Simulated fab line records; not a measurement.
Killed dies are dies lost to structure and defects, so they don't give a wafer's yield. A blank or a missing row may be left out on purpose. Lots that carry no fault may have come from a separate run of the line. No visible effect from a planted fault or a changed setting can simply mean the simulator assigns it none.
A lot that was struck, set against a sound lot	flow rit cmos	15 out of 202 route steps
Sound: wafers L372.1, L372.3, L372.6. Struck: wafers L382.3, L382.6 (left out: L382.1, a lot-mate that was not struck); the cause follows at the end.
For every step that has rows: the tool of each side, followed by ch and its chambers, followed by its first start. Under that, the readings that differ: sound wafers	struck wafers	difference of the means	sigmas: that difference in standard deviations of wafers without a fault.
alike: a reading whose means differ by less than 2 such deviations, as well as words and numbers matching on both sides. not compared: withheld readings; readings where some wafer has no value; bounds like >300 that might hide an equal value; numbers whose values overlap and for which the record gives no deviation.
Wherever a step has rows on one side only, a row that says differs or no value, or a row with sigmas, the two part there. Non-overlapping numbers with no deviation appear without sigmas and do not part them. Lack of a reading on every wafer of one side parts them only where that side has two or more wafers.

first, 1 step without rows for these wafers: RIT_NLDD_IMPLANT_08.
RIT_NLDD_STRIP_09: strips in O2, time 180 s.
  sound on plasma asher-04 ch 0,1, day 3 04:32; struck on plasma asher-01 ch 1, day 5 08:53
  alike: drypump motor current A, o2 flow sccm, rf refl power W
  not compared: rf hours counter h
RIT_NLDD_TW_MEAS_10:
  struck on film metro-04, day 5 09:04; sound on film metro-04, day 3 04:43
  alike: NLDD_TW
then, 6 steps without rows for these wafers: RIT_PLDD_HMDS_00 (prime time 60 s); RIT_PLDD_COAT_01 (resist thk 1000 nm); RIT_PLDD_SOFTBAKE_02 (time 60 s); RIT_PLDD_EXPOSE_03 (exposes mask M8, target cd 40900 nm); RIT_PLDD_PEB_04; RIT_PLDD_DEVELOP_05 (develop time 50 s).
RIT_PLDD_OVL_MEAS_06:
  struck on overlay-02, day 5 09:59; sound on overlay-01, day 3 05:45
  alike: PLDD_OVL
then, 2 steps without rows for these wafers: RIT_PLDD_HARDBAKE_07 (time 60 s); RIT_PLDD_IMPLANT_08.
RIT_PLDD_STRIP_09: strips in O2, time 180 s.
  sound on plasma asher-04 ch 1, day 3 06:05; struck on plasma asher-02 ch 1, day 5 10:19
reading	sound	struck	difference	sigmas
drypump motor current A (A)	6.3 6.3 6.2	5.1 5.1	-1.2	-3
o2 flow sccm (sccm)	3965 3991 3978	3234 3201	-760	-54
  alike: rf refl power W
  not compared: rf hours counter h
RIT_PLDD_TW_MEAS_10:
  struck on film metro-01, day 5 10:29; sound on film metro-04, day 3 06:17
  alike: PLDD_TW
RIT_M1_PROBE_99:
  struck on prober-02, day 6 02:35; sound on prober-02, day 3 19:38
  alike: killed at contacts, killed at front end, killed dies, killed open, killed short

== WHERE THEY PART ==
RIT_PLDD_STRIP_09 only, going by this record. Later steps at which nothing parts them and some readings are alike: RIT_PLDD_TW_MEAS_10, RIT_M1_PROBE_99.

WHY: whatever the simulator had introduced
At RIT_PLDD_STRIP_09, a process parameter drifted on plasma asher-02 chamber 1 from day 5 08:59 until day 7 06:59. Setting o2 flow sccm, moved by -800, from 4000. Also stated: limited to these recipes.
